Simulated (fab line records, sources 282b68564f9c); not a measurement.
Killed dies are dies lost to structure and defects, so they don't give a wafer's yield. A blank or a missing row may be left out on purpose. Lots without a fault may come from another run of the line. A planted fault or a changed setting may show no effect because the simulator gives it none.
fab line records | flow rit_cmos
record lots=14 wafers=42 last_day=7
route steps=202 shown GATE@81
lots that met no fault: from a run of the same line without faults
start_h: hours from the record's first day to the start of the lot's first wafer shown | wait_h: hours since the lot's step before | " the same as in the row above | L1.1+2: a row that stands for several wafers | - no value, or no start given | * or withheld: withheld | < > ~ a bound
route shown NAME@n: a module of which the file shows steps, and the number in the route of the first | usual: mean/standard deviation of fault-free wafers | same: alike in all rows | chamber/n: place in a boat | sites: the reading at each site | _std_site: their standard deviation | _edge_site: outer sites' mean less inner sites' | radius_mm: how far each site lies from the wafer's centre | mask NAME#n: copy n | behind: the tool/chamber that last shaped the wafer | hold: why the lot was held/for how many hours/how that ended | device: the transistor (n, p or np) that didn't switch | end of line: the same wafers' tests at the end of the route | a step without rows: its recipe alone | killed: dies lost to structure and defects at the first sort, not the wafer's yield | map: a wafer's dies, x killed, . not, _ none there
set.NAME: the setting as run; set.NAME@STEP: as run at that earlier step | model.NAME: the simulator's own value behind a step, which no gauge read
steps of the route over a sample of lots; a table a step, a row a wafer
services: from which hour (start_h, from the record's first day; less than 0 if before it) a tool's chamber was out of use, for how many hours, and why
## steps
# step RIT_GATE_OXIDATION_05
# recipe temp_c=900 ambient=O2 target_thk_a=30 ox_time_s=270
# usual spike_tc_centre_C=902.5/1 spike_tc_load_C=925.0/1.5 spike_tc_source_C=920/4.7 tube_center_temp_C=900/0.083 tube_center_temp_C_max=902.3/0.4
# columns lot.wafer tool chamber start_h wait_h spike_tc_centre_C spike_tc_load_C spike_tc_source_C tube_center_temp_C tube_center_temp_C_max
L998.1 furnace-04 0 33.60 0.1 901.7 927.4 917 899.81 902.3
L998.4 " 0 " " 904.0 925.8 919 900.01 902.2
L998.5 " 0 " " 902.8 925.8 917 900.03 902.7
L999.1 furnace-01 0 37.51 0.1 901.0 925.1 917 900.03 902.4
L999.2 " 0 " " 901.4 928.0 918 899.97 902.0
L999.5 " 0 " " 902.9 926.0 917 899.95 902.4
L100.3 furnace-01 0 42.01 0.0 902.3 925.4 917 900.03 902.0
L100.4 " 0 " " 901.8 926.6 917 899.93 901.9
L100.6 " 0 " " 902.0 925.2 917 899.84 902.3
L101.1 furnace-02 0 47.10 0.1 904.5 923.5 929 899.98 902.1
L101.3 " 0 " " 903.7 924.3 927 899.98 901.7
L101.4 " 0 " " 902.9 922.6 928 899.96 902.2
L102.2 furnace-04 0 51.93 0.0 902.7 927.0 916 900.05 901.7
L102.5 " 0 " " 904.6 925.7 919 900.08 902.6
L102.6 " 0 " " 902.7 924.5 917 899.92 901.7
L103.1 furnace-02 0 57.53 0.1 901.3 923.8 927 900.04 902.4
L103.2 " 0 " " 902.7 925.9 927 899.99 902.7
L103.5 " 0 " " 903.0 923.1 929 900.07 902.6
L107.1 furnace-01 0 81.30 0.7 900.9 925.8 917 900.05 902.1
L107.2 " 0 " " 904.0 924.9 917 900.13 902.9
L107.4 " 0 " " 902.4 926.4 918 900.07 901.6
L109.2 furnace-04 0 89.91 0.0 902.2 925.2 919 900.05 902.6
L109.3 " 0 " " 902.2 925.3 917 899.82 901.7
L109.4 " 0 " " 902.2 924.8 915 899.98 902.0
L110.2 furnace-02 0 93.98 0.0 902.9 924.0 927 900.08 902.4
L110.4 " 0 " " 903.5 923.4 926 899.91 902.2
L110.5 " 0 " " 902.3 921.8 927 900.02 902.2
L111.2 furnace-02 0 98.11 0.0 901.3 925.3 926 899.97 901.7
L111.3 " 0 " " 902.5 923.3 928 899.98 901.9
L111.6 " 0 " " 902.9 924.3 926 900.06 902.5
L112.3 furnace-01 0 102.18 0.0 902.5 927.1 917 899.86 902.1
L112.5 " 0 " " 902.6 927.0 916 900.03 902.4
L112.6 " 0 " " 902.4 925.8 918 900.05 902.2
L114.2 furnace-01 0 112.05 0.4 901.5 925.2 918 899.98 902.9
L114.3 " 0 " " 900.6 924.6 917 900.15 902.2
L114.6 " 0 " " 902.1 925.0 917 900.02 901.7
L117.1 furnace-02 0 127.05 0.3 883.6 904.5 910 881.45 883.6
L117.2 " 0 " " 884.6 904.6 909 881.61 883.8
L117.4 " 0 " " 883.0 903.8 907 881.66 883.8
L119.1 furnace-02 0 137.30 0.1 885.1 905.9 909 881.61 884.1
L119.2 " 0 " " 884.7 904.1 908 881.61 884.1
L119.5 " 0 " " 885.5 906.6 907 881.53 883.7
# step RIT_GATE_THK_MEAS_07
# recipe reads=SiO2_of_GATE_OXIDATION_05
# usual GATE_OXIDE_THK=3.02/0.074
# columns lot.wafer tool chamber start_h wait_h GATE_OXIDE_THK[nm]
L998.1 film_metro-04 - 34.93 0.0 2.97
L998.4 " - " " 3.01
L998.5 " - " " 3.01
L999.1 film_metro-04 - 38.83 0.0 3.15
L999.2 " - " " 3.11
L999.5 " - " " 3.11
L100.3 film_metro-04 - 43.36 0.0 3.06
L100.4 " - " " 3.01
L100.6 " - " " 3.02
L101.1 film_metro-04 - 49.30 0.0 3.11
L101.3 " - " " 3.10
L101.4 " - " " 3.06
L102.2 film_metro-03 - 53.26 0.0 2.91
L102.5 " - " " 2.99
L102.6 " - " " 2.93
L103.1 film_metro-04 - 58.94 0.0 2.94
L103.2 " - " " 3.09
L103.5 " - " " 3.06
L107.1 film_metro-02 - 83.62 0.0 2.97
L107.2 " - " " 3.00
L107.4 " - " " 3.04
L109.2 film_metro-04 - 91.24 0.0 2.92
L109.3 " - " " 2.96
L109.4 " - " " 2.96
L110.2 film_metro-03 - 95.32 0.0 3.03
L110.4 " - " " 3.08
L110.5 " - " " 3.05
L111.2 film_metro-04 - 99.44 0.0 3.11
L111.3 " - " " 3.06
L111.6 " - " " 3.12
L112.3 film_metro-02 - 103.52 0.0 2.91
L112.5 " - " " 2.90
L112.6 " - " " 2.98
L114.2 film_metro-02 - 113.39 0.0 2.95
L114.3 " - " " 2.99
L114.6 " - " " 2.91
L117.1 film_metro-02 - 128.38 0.0 2.48
L117.2 " - " " 2.48
L117.4 " - " " 2.46
L119.1 film_metro-02 - 138.70 0.0 2.34
L119.2 " - " " 2.33
L119.5 " - " " 2.34
## services
# columns tool chamber start_h hours kind
furnace-02 - 61.16 13.7 pm
furnace-01 - 68.29 3.1 pm
furnace-02 - 74.88 2.9 pm
furnace-04 - 110.36 3.8 pm
## key
first_sign step=RIT_GATE_OXIDATION_05 reading=tube_center_temp_C direction=down sigmas=99+ usual=* struck=*
effect step=RIT_GATE_OXIDATION_05 reading=tube_center_temp_C_max direction=down sigmas=46 usual=* struck=*
effect step=RIT_GATE_THK_MEAS_07 reading=GATE_OXIDE_THK direction=down sigmas=8.2 usual=3.02 struck=2.41
met_at RIT_GATE_OXIDATION_05
struck_lots L117,L119
tester_left_out L117,L119
onset_between 98.11 127.05
fault kind=process_parameter_drift tool=furnace-02 chamber=- onset_h=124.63 steps=RIT_GATE_OXIDATION_05 channel=temp_c offset=* shape=step end_h=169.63 acts_in=* stated=*
# tester_left_out: of these lots the tester's yield and bins aren't shown, on N5 and GAA mostly nor the transistor test; their killed dies are dies lost to structure and defects alone, not to doping, threshold or leakage, so they don't give the yield
